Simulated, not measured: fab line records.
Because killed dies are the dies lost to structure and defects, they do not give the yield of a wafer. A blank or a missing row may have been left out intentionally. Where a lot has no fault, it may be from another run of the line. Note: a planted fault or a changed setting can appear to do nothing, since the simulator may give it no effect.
fab line records	flow rit-cmos
[record] lots = 7	wafers = 21	last-day = 7
route steps=202 shown NLDD@160 SILICIDE@161 CONTACT@168 M1@202
lots that met no fault: from a run of the same line without faults
start-h: hours from the record's first day to the start of the lot's first wafer shown	wait-h: hours since the lot's step before	" repeats the value in the row above	L1.1+2: several wafers, shown together as one row	- value missing, or start not given	* or withheld: withheld	< > ~ a bound
route shown NAME@n: names a module that has steps shown in the file, with the first one's number in the route	usual: mean and standard deviation over wafers with no fault	same: alike in all rows	chamber/n: place in a boat	sites: readings site by site	_std_site: the standard deviation of these	_edge_site: mean of outer sites minus mean of inner sites	radius-mm: how far each site lies from the wafer's centre	mask NAME#n: copy n	behind: the most recent tool/chamber to have shaped the wafer	hold: reason for holding the lot/hours on hold/outcome of the hold	device: the n, p or np transistor that did not switch	end of line: at the end of the route, the tests of the same wafers	a step given without rows: its recipe and nothing more	killed: dies lost to structure and defects at the first sort, not the wafer's yield	map: the dies of a wafer, with x for killed, . for not killed, _ for no die there
set.NAME: the setting that was run; set.NAME@STEP: the one run at that earlier step	model.NAME: the simulator's own value behind a step, which no gauge read
lots at some steps of the route; a table a step, a row a wafer
services: when a tool's chamber went out of use (start-h, in hours from the record's first day, below 0 if earlier), for how many hours, and the reason
[[steps]]
[step RIT_SDANNEAL_RS_MEAS_07]
[recipe] thk-meas-gauge = four-point-probe
[usual] NLDD_RS = 151.7/0.51
lot.wafer	tool	chamber	start-h	wait-h	NLDD_RS[ohm/sq]
L311.1	film-metro-02	-	67.99	0.1	152.0
L311.5	"	-	"	"	151.7
L311.6	"	-	"	"	151.5
L314.3	film-metro-01	-	84.48	0.1	152.3
L314.4	"	-	"	"	151.8
L314.5	"	-	"	"	151.3
L318.1	film-metro-03	-	100.93	0.1	151.5
L318.2	"	-	"	"	151.2
L318.5	"	-	"	"	151.4
L319.2	film-metro-02	-	105.62	0.1	152.4
L319.4	"	-	"	"	152.0
L319.5	"	-	"	"	151.8
L320.4	film-metro-02	-	110.74	0.1	151.4
L320.5	"	-	"	"	151.9
L320.6	"	-	"	"	151.6
L325.1	film-metro-03	-	135.24	0.1	151.6
L325.3	"	-	"	"	151.2
L325.6	"	-	"	"	151.7
L331.2	film-metro-03	-	165.88	0.1	151.7
L331.3	"	-	"	"	151.0
L331.6	"	-	"	"	151.9
[step RIT_SILICIDE_WET_ETCH_00]
[recipe] chemistry = BOE	target = SiO2	target-depth-nm = 14	time-s = 15	dry = n2-spin	dilution = 10:1	temp-c = 21.5
[step RIT_SILICIDE_SPUTTER_01]
[recipe] material = Ti	target-thk-nm = 30	power-w = 350	chamber-pressure-pa = 0.667	gas = Ar	time-s = 231.4	substrate-temp-c = 25
[usual] throttle-valve-pct = 30.3/0.8
lot.wafer	tool	chamber	start-h	wait-h	throttle-valve-pct
L311.1	pvd-sputter-03	-	68.12	0.0	29.8
L311.5	"	-	"	"	30.8
L311.6	"	-	"	"	29.6
L314.3	pvd-sputter-02	-	84.57	0.0	30.8
L314.4	"	-	"	"	29.3
L314.5	"	-	"	"	30.6
L318.1	pvd-sputter-02	-	101.06	0.0	29.2
L318.2	"	-	"	"	30.5
L318.5	"	-	"	"	29.0
L319.2	pvd-sputter-03	-	105.73	0.0	29.8
L319.4	"	-	"	"	30.4
L319.5	"	-	"	"	29.7
L320.4	pvd-sputter-02	-	110.81	0.0	31.9
L320.5	"	-	"	"	30.9
L320.6	"	-	"	"	31.9
L325.1	pvd-sputter-04	-	135.39	0.0	30.8
L325.3	"	-	"	"	29.9
L325.6	"	-	"	"	31.2
L331.2	pvd-sputter-04	-	165.99	0.0	31.0
L331.3	"	-	"	"	29.7
L331.6	"	-	"	"	31.1
[step RIT_SILICIDE_RS_MEAS_02]
[recipe] thk-meas-gauge = four-point-probe	reads = Ti_of_SILICIDE_SPUTTER_01
[usual] SILICIDE_TI_RS = 50.4/0.84
lot.wafer	tool	chamber	start-h	wait-h	SILICIDE_TI_RS[ohm/sq]
L311.1	film-metro-02	-	68.27	0.1	49.9
L311.5	"	-	"	"	50.3
L311.6	"	-	"	"	51.0
L314.3	film-metro-02	-	84.76	0.1	49.8
L314.4	"	-	"	"	49.7
L314.5	"	-	"	"	49.5
L318.1	film-metro-02	-	101.21	0.1	49.6
L318.2	"	-	"	"	49.6
L318.5	"	-	"	"	49.5
L319.2	film-metro-04	-	105.90	0.1	49.9
L319.4	"	-	"	"	49.4
L319.5	"	-	"	"	49.6
L320.4	film-metro-03	-	111.02	0.1	50.1
L320.5	"	-	"	"	50.0
L320.6	"	-	"	"	50.1
L325.1	film-metro-04	-	135.54	0.1	51.7
L325.3	"	-	"	"	51.8
L325.6	"	-	"	"	53.1
L331.2	film-metro-02	-	166.16	0.1	50.9
L331.3	"	-	"	"	49.8
L331.6	"	-	"	"	50.8
[step RIT_SILICIDE_THK_MEAS_03]
[recipe] thk-meas-gauge = xrf	reads = Ti_of_SILICIDE_SPUTTER_01
[usual] SILICIDE_TI_THK = 28.8/0.41
lot.wafer	tool	chamber	start-h	wait-h	SILICIDE_TI_THK[nm]
L311.1	film-metro-02	-	68.39	0.1	29.0
L311.5	"	-	"	"	28.8
L311.6	"	-	"	"	28.4
L314.3	film-metro-02	-	84.86	0.1	29.2
L314.4	"	-	"	"	29.2
L314.5	"	-	"	"	29.3
L318.1	film-metro-02	-	101.33	0.1	29.1
L318.2	"	-	"	"	29.1
L318.5	"	-	"	"	29.1
L319.2	film-metro-04	-	106.01	0.1	28.9
L319.4	"	-	"	"	29.1
L319.5	"	-	"	"	29.2
L320.4	film-metro-03	-	111.11	0.1	28.8
L320.5	"	-	"	"	28.9
L320.6	"	-	"	"	29.0
L325.1	film-metro-04	-	135.66	0.1	28.1
L325.3	"	-	"	"	28.1
L325.6	"	-	"	"	27.6
L331.2	film-metro-02	-	166.27	0.1	28.6
L331.3	"	-	"	"	29.0
L331.6	"	-	"	"	28.6
[step RIT_SILICIDE_RTA_04]
[recipe] temp-c = 650	time-s = 10	idle-temp-c = 25	ramp-up-s = 5	ramp-down-s = 5	cool-to-c = 25	ambient = N2
[usual] wafer_temp_C_max = 652.6/0.57
lot.wafer	tool	chamber	start-h	wait-h	wafer_temp_C_max
L311.1	rtp-anneal-01	0	68.45	0.1	653.4
L311.5	"	0	"	"	653.1
L311.6	"	0	"	"	652.7
L314.3	rtp-anneal-02	0	84.93	0.1	652.7
L314.4	"	0	"	"	652.7
L314.5	"	0	"	"	651.9
L318.1	rtp-anneal-02	0	101.39	0.1	652.4
L318.2	"	0	"	"	651.9
L318.5	"	0	"	"	653.3
L319.2	rtp-anneal-01	0	106.07	0.1	651.9
L319.4	"	0	"	"	653.2
L319.5	"	0	"	"	652.7
L320.4	rtp-anneal-02	0	111.17	0.1	652.4
L320.5	"	0	"	"	652.1
L320.6	"	0	"	"	651.6
L325.1	rtp-anneal-01	0	135.72	0.1	653.4
L325.3	"	0	"	"	653.0
L325.6	"	0	"	"	652.9
L331.2	rtp-anneal-01	0	166.33	0.1	651.9
L331.3	"	0	"	"	652.9
L331.6	"	0	"	"	652.7
[step RIT_SILICIDE_WET_ETCH_05]
[recipe] chemistry = SPM	target = Ti	temp-c = 90	time-s = 120	dry = n2-spin
[step RIT_SILICIDE_RTA_06]
[recipe] temp-c = 750	time-s = 10	idle-temp-c = 25	ramp-up-s = 5	ramp-down-s = 10	cool-to-c = 25	ambient = N2
[usual] wafer_temp_C_max = 753.1/0.77
lot.wafer	tool	chamber	start-h	wait-h	wafer_temp_C_max
L311.1	rtp-anneal-02	0	68.56	0.0	751.8
L311.5	"	0	"	"	753.1
L311.6	"	0	"	"	752.0
L314.3	rtp-anneal-01	0	85.03	0.0	752.4
L314.4	"	0	"	"	753.0
L314.5	"	0	"	"	752.9
L318.1	rtp-anneal-01	0	101.50	0.0	753.8
L318.2	"	0	"	"	754.4
L318.5	"	0	"	"	753.6
L319.2	rtp-anneal-02	0	106.18	0.0	751.6
L319.4	"	0	"	"	752.0
L319.5	"	0	"	"	752.8
L320.4	rtp-anneal-01	0	111.34	0.0	753.9
L320.5	"	0	"	"	754.0
L320.6	"	0	"	"	752.9
L325.1	rtp-anneal-02	0	135.88	0.0	752.0
L325.3	"	0	"	"	752.1
L325.6	"	0	"	"	752.2
L331.2	rtp-anneal-02	0	166.44	0.0	752.8
L331.3	"	0	"	"	752.4
L331.6	"	0	"	"	752.1
[step RIT_CONTACT_CVD_00]
[recipe] material = SiO2	target-thk-nm = 400	precursor = TEOS	temp-c = 390	time-s = 61	rf-w = 400
[usual] heater-power-w = 331/45
lot.wafer	tool	chamber	start-h	wait-h	heater-power-w
L311.1	pecvd-03	0	68.69	0.1	416
L311.5	"	0	"	"	321
L311.6	"	2	"	"	284
L314.3	pecvd-03	1	85.08	0.0	311
L314.4	"	0	"	"	402
L314.5	"	1	"	"	325
L318.1	pecvd-04	0	101.57	0.1	334
L318.2	"	2	"	"	314
L318.5	"	2	"	"	330
L319.2	pecvd-02	2	106.24	0.0	270
L319.4	"	2	"	"	278
L319.5	"	1	"	"	322
L320.4	pecvd-03	2	111.40	0.0	281
L320.5	"	1	"	"	332
L320.6	"	0	"	"	352
L325.1	pecvd-02	2	135.94	0.1	256
L325.3	"	1	"	"	284
L325.6	"	2	"	"	269
L331.2	pecvd-02	2	166.49	0.0	273
L331.3	"	0	"	"	426
L331.6	"	0	"	"	328
[step RIT_CONTACT_THK_MEAS_01]
[recipe] reads = SiO2_of_CONTACT_CVD_00
[usual] CONTACT_TEOS_THK = 399/5.2
lot.wafer	tool	chamber	start-h	wait-h	CONTACT_TEOS_THK[nm]
L311.1	film-metro-01	-	68.74	0.0	393
L311.5	"	-	"	"	401
L311.6	"	-	"	"	402
L314.3	film-metro-03	-	85.15	0.0	400
L314.4	"	-	"	"	400
L314.5	"	-	"	"	408
L318.1	film-metro-03	-	101.62	0.0	401
L318.2	"	-	"	"	402
L318.5	"	-	"	"	404
L319.2	film-metro-03	-	106.30	0.0	396
L319.4	"	-	"	"	400
L319.5	"	-	"	"	400
L320.4	film-metro-01	-	111.45	0.0	395
L320.5	"	-	"	"	407
L320.6	"	-	"	"	399
L325.1	film-metro-03	-	136.00	0.0	396
L325.3	"	-	"	"	397
L325.6	"	-	"	"	406
L331.2	film-metro-04	-	166.55	0.0	397
L331.3	"	-	"	"	395
L331.6	"	-	"	"	405
[step RIT_CONTACT_HMDS_02]
[recipe] prime-time-s = 60	prime-temp-c = 140
[step RIT_CONTACT_COAT_03]
[recipe] resist = NOVOLAK	spin-rpm = 3250	resist-thk-nm = 1000
[step RIT_CONTACT_SOFTBAKE_04]
[recipe] resist = NOVOLAK	temp-c = 90	time-s = 60
[usual] heater-power-total-W = 34.56/0.045	plate-temp-C = 90.02/0.13	run-length-s = 89.30/0.2
lot.wafer	tool	chamber	start-h	wait-h	heater-power-total-W	plate-temp-C	run-length-s
L311.1	litho-track-04	0	69.10	0.1	34.65	90.06	89.53
L311.5	"	0	"	"	34.61	90.12	89.27
L311.6	"	0	"	"	34.62	90.06	89.24
L314.3	litho-track-02	0	85.54	0.1	34.57	89.98	89.36
L314.4	"	0	"	"	34.53	89.89	89.38
L314.5	"	0	"	"	34.60	89.94	89.37
L318.1	litho-track-02	0	101.98	0.1	36.34	-	79.70
L318.2	"	0	"	"	36.27	-	79.74
L318.5	"	0	"	"	36.35	-	79.79
L319.2	litho-track-04	0	106.67	0.1	34.60	90.17	89.45
L319.4	"	0	"	"	34.55	90.02	89.30
L319.5	"	0	"	"	34.56	90.06	89.49
L320.4	litho-track-02	0	111.96	0.1	36.34	-	79.78
L320.5	"	0	"	"	36.41	-	79.76
L320.6	"	0	"	"	36.30	-	79.71
L325.1	litho-track-02	0	136.36	0.1	36.38	-	79.73
L325.3	"	0	"	"	36.39	-	79.79
L325.6	"	0	"	"	36.33	-	79.72
L331.2	litho-track-04	0	166.93	0.1	34.59	89.94	89.34
L331.3	"	0	"	"	34.60	89.98	89.33
L331.6	"	0	"	"	34.60	90.03	89.52
[step RIT_CONTACT_EXPOSE_05]
[recipe] mask-id = M11	na = 0.6	source-shape = conventional	sigma-outer = 0.5	target-cd-nm = 1000	dose-mj = 250
[step RIT_M1_PROBE_99]
[usual] killed-at-front-end = 6.3/2.9	killed-dies = 6.4/2.9	killed-open = 3.3/2.1	killed-short = 3.1/1.7
[same] gross-dies = 264	killed_at_M0_to_M3 = 0	killed_at_M4_up = 0	killed-at-back-side = 0	killed-at-contacts = 0	killed-at-other = 0
lot.wafer	tool	chamber	start-h	wait-h	killed-at-front-end	killed-dies	killed-open	killed-short
L311.1	prober-02	-	75.23	0.1	2	2	1	1
L311.5	prober-02	-	75.43	0.2	3	3	1	2
L311.6	prober-02	-	75.48	0.2	13	13	7	6
L314.3	prober-01	-	91.75	0.2	7	7	2	5
L314.4	prober-01	-	91.80	0.2	6	6	6	0
L314.5	prober-01	-	91.85	0.2	4	4	3	1
L318.1	prober-01	-	107.83	0.1	7	7	7	0
L318.2	prober-01	-	107.88	0.1	16	16	7	9
L318.5	prober-01	-	108.03	0.2	19	19	11	8
L319.2	prober-02	-	112.69	0.1	4	4	2	2
L319.4	prober-02	-	112.79	0.2	4	4	2	2
L319.5	prober-02	-	112.84	0.2	4	4	3	1
L320.4	prober-02	-	117.87	0.2	4	4	3	1
L320.5	prober-02	-	117.92	0.2	5	5	2	3
L320.6	prober-02	-	117.97	0.2	3	3	1	2
L325.1	prober-01	-	143.05	0.1	4	4	2	2
L325.3	prober-01	-	143.15	0.2	1	1	0	1
L325.6	prober-01	-	143.30	0.2	9	9	5	4
L331.2	prober-01	-	175.25	0.1	5	5	1	3
L331.3	prober-01	-	175.30	0.2	12	12	8	3
L331.6	prober-01	-	175.45	0.2	4	4	2	2
// killed by level:class
L311.1 FOX1:geometric-particle:short=1 FOX1:geometric-particle:open=1
L311.5 FOX1:geometric-particle:open=1 FOX1:geometric-particle:short=1 GATE:geometric-particle:short=1
L311.6 SILICIDE:geometric-particle:short=5 REOX:geometric-particle:open=4 GATE:geometric-particle:open=2 REOX:geometric-particle:short=1 SILICIDE:geometric-particle:open=1
L314.3 SPACER:geometric-particle:short=2 GATE:geometric-particle:short=1 GATE:geometric-particle:open=1 REOX:geometric-particle:short=1 SILICIDE:geometric-particle:short=1 SILICIDE:geometric-particle:open=1
L314.4 FOX1:geometric-particle:open=2 GATE:geometric-particle:open=2 REOX:geometric-particle:open=2
L314.5 GATE:geometric-particle:open=1 REOX:geometric-particle:open=1 SPACER:geometric-particle:short=1 SILICIDE:geometric-particle:open=1
L318.1 REOX:geometric-particle:open=4 GATE:geometric-particle:open=2 FOX2:geometric-particle:open=1
L318.2 REOX:geometric-particle:short=5 FOX1:geometric-particle:short=3 GATE:geometric-particle:open=3 REOX:geometric-particle:open=2 SILICIDE:geometric-particle:open=2 GATE:geometric-particle:short=1
L318.5 GATE:geometric-particle:open=5 FOX1:geometric-particle:open=4 GATE:geometric-particle:short=4 FOX2:geometric-particle:short=2 FOX2:geometric-particle:open=1 REOX:geometric-particle:open=1 REOX:geometric-particle:short=1 SILICIDE:geometric-particle:short=1
L319.2 SILICIDE:geometric-particle:open=2 FOX2:geometric-particle:short=1 SILICIDE:geometric-particle:short=1
L319.4 GATE:geometric-particle:short=1 GATE:geometric-particle:open=1 SPACER:geometric-particle:open=1 SILICIDE:geometric-particle:short=1
L319.5 GATE:geometric-particle:open=2 GATE:geometric-particle:short=1 SPACER:geometric-particle:open=1
L320.4 SILICIDE:geometric-particle:open=2 FOX2:geometric-particle:short=1 GATE:geometric-particle:open=1
L320.5 SILICIDE:geometric-particle:short=2 FOX1:geometric-particle:short=1 FOX2:geometric-particle:open=1 GATE:geometric-particle:open=1
L320.6 GATE:geometric-particle:short=2 SILICIDE:geometric-particle:open=1
L325.1 GATE:geometric-particle:open=2 REOX:geometric-particle:short=1 SPACER:geometric-particle:short=1
L325.3 REOX:geometric-particle:short=1
L325.6 REOX:geometric-particle:short=2 SPACER:geometric-particle:open=2 FOX1:geometric-particle:short=1 FOX2:geometric-particle:short=1 GATE:geometric-particle:open=1 REOX:geometric-particle:open=1 SILICIDE:geometric-particle:open=1
L331.2 REOX:geometric-particle:short=2 FOX1:geometric-particle:short=1 GATE:geometric-particle:open=1 NWELL:coat-microbubble-printed=1
L331.3 GATE:geometric-particle:open=3 REOX:geometric-particle:open=3 FOX1:geometric-particle:open=2 REOX:geometric-particle:short=2 GATE:geometric-particle:short=1 NWELL:coat-microbubble-printed=1
L331.6 GATE:geometric-particle:short=2 GATE:geometric-particle:open=2
[[services]]
tool	chamber	start-h	hours	kind
pvd-sputter-04	-	55.86	1.9	repair
pvd-sputter-03	-	59.59	4.2	repair
pvd-sputter-04	-	61.35	7.5	repair
pecvd-02	2	76.28	21.2	repair
pecvd-04	-	82.15	1.2	repair
pecvd-02	-	96.75	5.5	pm
pvd-sputter-04	-	104.57	3.6	repair
pvd-sputter-04	-	128.38	0.5	repair
pvd-sputter-03	-	133.94	4.4	repair
pvd-sputter-02	-	165.64	7.3	repair
[[key]]
[first-sign] step = RIT_CONTACT_SOFTBAKE_04	reading = run-length-s	direction = down	sigmas = 48	usual = *	struck = *
[effect] step = RIT_CONTACT_SOFTBAKE_04	reading = heater-power-total-W	direction = up	sigmas = 39	usual = 34.56	struck = 36.35
met-at RIT_CONTACT_SOFTBAKE_04
struck-wafers L318.1,L318.2,L318.5,L320.4,L320.5,L320.6,L325.1,L325.3,L325.6
tester-left-out L318,L320,L325
onset-between 85.54 101.98
[fault] kind = process-parameter-drift	tool = litho-track-02	chamber = -	onset-h = 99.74	steps = RIT_CONTACT_SOFTBAKE_04	channel = time-s	offset = *	shape = step	end-h = 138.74	acts-in = *	stated = *
// tester-left-out: of these lots the tester's yield and bins aren't shown, on N5 and GAA mostly nor the transistor test; their killed dies are dies lost to structure and defects alone, not to doping, threshold or leakage, so they don't give the yield
